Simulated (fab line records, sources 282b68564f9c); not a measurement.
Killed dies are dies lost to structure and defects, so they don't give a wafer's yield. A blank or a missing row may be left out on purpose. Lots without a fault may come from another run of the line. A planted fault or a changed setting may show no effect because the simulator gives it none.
One fault seen from 2 desks | flow rit_cmos | each desk has only its own numbers; what lay behind them comes last

THE TOOL OWNER'S DESK: furnace-01
The tool's own readings at RIT_WELLDRIVE_ANNEAL_00 (time 14700 s): means of the sampled wafers that have a number, for each lot that ran on this tool. A lot is out of limits, marked OUT, if its mean lies more than 4 standard deviations from the usual mean; the brackets give that distance.
Columns: A = run_length_s at RIT_WELLDRIVE_ANNEAL_00, usual 18270 s; B = tube_center_temp_C at RIT_WELLDRIVE_ANNEAL_00, usual 1100 C
lot  | first seen here | A                      | B
L140 | day 2 00:21     | 18273                  | 1100
L142 | day 2 10:44     | 18270                  | 1100
L144 | day 2 20:54     | 18279                  | 1100
L146 | day 3 08:44     | 18267                  | 1100
L151 | day 4 08:24     | 9452 (-99 or more) OUT | 1100
L153 | day 4 18:07     | 9458 (-99 or more) OUT | 1100
This desk's finding: out of limits on L151, L153; first on L151, day 4 08:24 (run_length_s at RIT_WELLDRIVE_ANNEAL_00). In limits: L140, L142, L144, L146.

THE METROLOGY DESK
What the gauges read, lot by lot, whatever tool the lot ran on: means of the sampled wafers that have a number. A lot is out of limits, marked OUT, if its mean lies more than 4 standard deviations from the usual mean; the brackets give that distance.
Columns: A = NWELL_RS at RIT_WELLDRIVE_RS_MEAS_01, usual 275.8 ohm/sq; B = PWELL_RS at RIT_WELLDRIVE_RS_MEAS_02, usual 429.1 ohm/sq
lot  | first seen here | A               | B
L140 | day 2 05:28     | 275.5           | 429.8
L141 | day 2 11:30     | 275.2           | 427.4
L142 | day 2 15:49     | 274.3           | 429.2
L144 | day 3 02:00     | 275.2           | 427.7
L145 | day 3 08:27     | 275.9           | 428.9
L146 | day 3 13:49     | 274.6           | 429.5
L150 | day 4 08:00     | 275.8           | 429.2
L151 | day 4 13:30     | 322.0 (+56) OUT | 474.3 (+41) OUT
L153 | day 4 23:13     | 322.5 (+57) OUT | 472.4 (+39) OUT
L157 | day 5 20:11     | 274.7           | 428.7
L159 | day 6 04:24     | 276.6           | 428.9
L160 | day 6 09:43     | 276.6           | 428.5
L162 | day 6 21:19     | 277.3           | 429.3
L163 | day 7 03:10     | 275.7           | 430.1
This desk's finding: out of limits on L151, L153; first on L151, day 4 13:30 (NWELL_RS at RIT_WELLDRIVE_RS_MEAS_01). In limits: L140, L141, L142, L144, L145, L146, L150, L157, L159, L160, L162, L163.

PUT TOGETHER
The tool owner's desk could have raised an alarm at day 4 08:24, on L151, L153.
The metrology desk could have raised an alarm at day 4 13:30, on L151, L153.
Of the lots named, all ran RIT_WELLDRIVE_ANNEAL_00 on furnace-01.

WHAT THE SIMULATOR HAD PUT IN
Process parameter drift: furnace-01, from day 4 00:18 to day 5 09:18, at RIT_WELLDRIVE_ANNEAL_00. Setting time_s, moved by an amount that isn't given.
Lots struck among those shown: L151, L153.
Hours from the fault's start to each desk's first reading out of limits: the tool owner's desk, 8; the metrology desk, 13.
